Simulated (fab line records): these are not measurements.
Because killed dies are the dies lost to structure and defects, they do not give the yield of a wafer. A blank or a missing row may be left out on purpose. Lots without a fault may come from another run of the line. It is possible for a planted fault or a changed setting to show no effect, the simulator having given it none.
Code-filled problem report in 8D (eight disciplines) form | flow berkeley_cmos170 | the parts of the form that need people (team, actions taken, sign-off) are left out

== 1. WHAT IS WRONG ==
PFIELD_TW at UCB170_PFIELD_TW_MEAS_09 reads a mean of 575 on 9 wafers of 3 lots; wafers without a fault read 605 with a standard deviation of 4.3. Relative to the usual mean, that is a shift of -7.1 standard deviations.
Earliest sighting: wafer L918.2 on film_metro-01 at day 9 01:19. Wafers with a number at this step in the record: 45, from 15 lots. Rule for "out" (also "out of limits"): further than 4 standard deviations from the usual mean. All remaining wafers that have a number are taken as sound.

== 2. WHAT IT IS, AND WHAT IT ISN'T ==
question                    | is                           | is not
which readings at this step | PFIELD_TW                    | -
which lots                  | L918, L920, L922             | L901, L902, L903, L904, L905, L906, L907, L909, L910, L911, L914, L916
which wafers of those lots  | all that have a number       | -
read on which gauges        | film_metro-01, film_metro-04 | film_metro-03
when                        | from day 9 01:19             | up to then (36 sound wafers)

== 3. WHAT RULES OUT EACH SUSPECT ==
Counting: any tool at a process step up to the reading is kept as a suspect provided that every lot that is out went through it and no sound lot did after the first of them.
- the gauge at UCB170_PFIELD_TW_MEAS_09 is ruled out. The wafers that are out were read on 2 gauges (film_metro-01, film_metro-04).
- implanter-04 at UCB170_PFIELD_IMPLANT_07: kept. All lots that are out passed through it, beginning with L918 at day 9 01:05, and no sound lot followed; its final sound lot before that point was L914 at day 7 19:04. Out on those wafers are its own readings of beam_energy_keV.
After counting, what remains is implanter-04 at UCB170_PFIELD_IMPLANT_07.

== 4. THE CAUSE (what the simulator had put in) ==
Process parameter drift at UCB170_PFIELD_IMPLANT_07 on implanter-04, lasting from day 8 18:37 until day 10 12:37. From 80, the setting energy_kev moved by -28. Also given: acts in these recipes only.
The count eliminated every tool but this one.

== 5. THE CHAIN OF EFFECTS, in route order ==
Each row: a reading where the mean over the struck wafers with a number is more than 3 standard deviations away from the usual. Only readings whose record carries a usual standard deviation are examined. hours: median over the lots of the time between each lot's start at the first step of this table that gives one and its start at this step. sigmas: the change, counted in usual standard deviations.
hours | step                     | reading         | usual  | on struck wafers | change  | sigmas
0     | UCB170_PFIELD_IMPLANT_07 | beam_energy_keV | 80.007 | 52.009           | -27.998 | -99 or more
0     | UCB170_PFIELD_TW_MEAS_09 | PFIELD_TW       | 605    | 575              | -30     | -7.1
The process steps in it:
- UCB170_PFIELD_IMPLANT_07

== 6. HOW IT WOULD HAVE BEEN CAUGHT EARLIER ==
In this record the first reading out of limits at a measuring or inspecting step was taken at day 9 01:19, 7 hours after the fault began at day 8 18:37.
The tool's own readings at UCB170_PFIELD_IMPLANT_07 were out on every struck wafer that the step has a row for (beam_energy_keV): an alarm limit on them would have fired on the first of those.
Among the 3 lots that are out, L920, L922 began UCB170_PFIELD_IMPLANT_07 on implanter-04 after day 9 01:19. A hold on the tool at that time would have spared those 2.
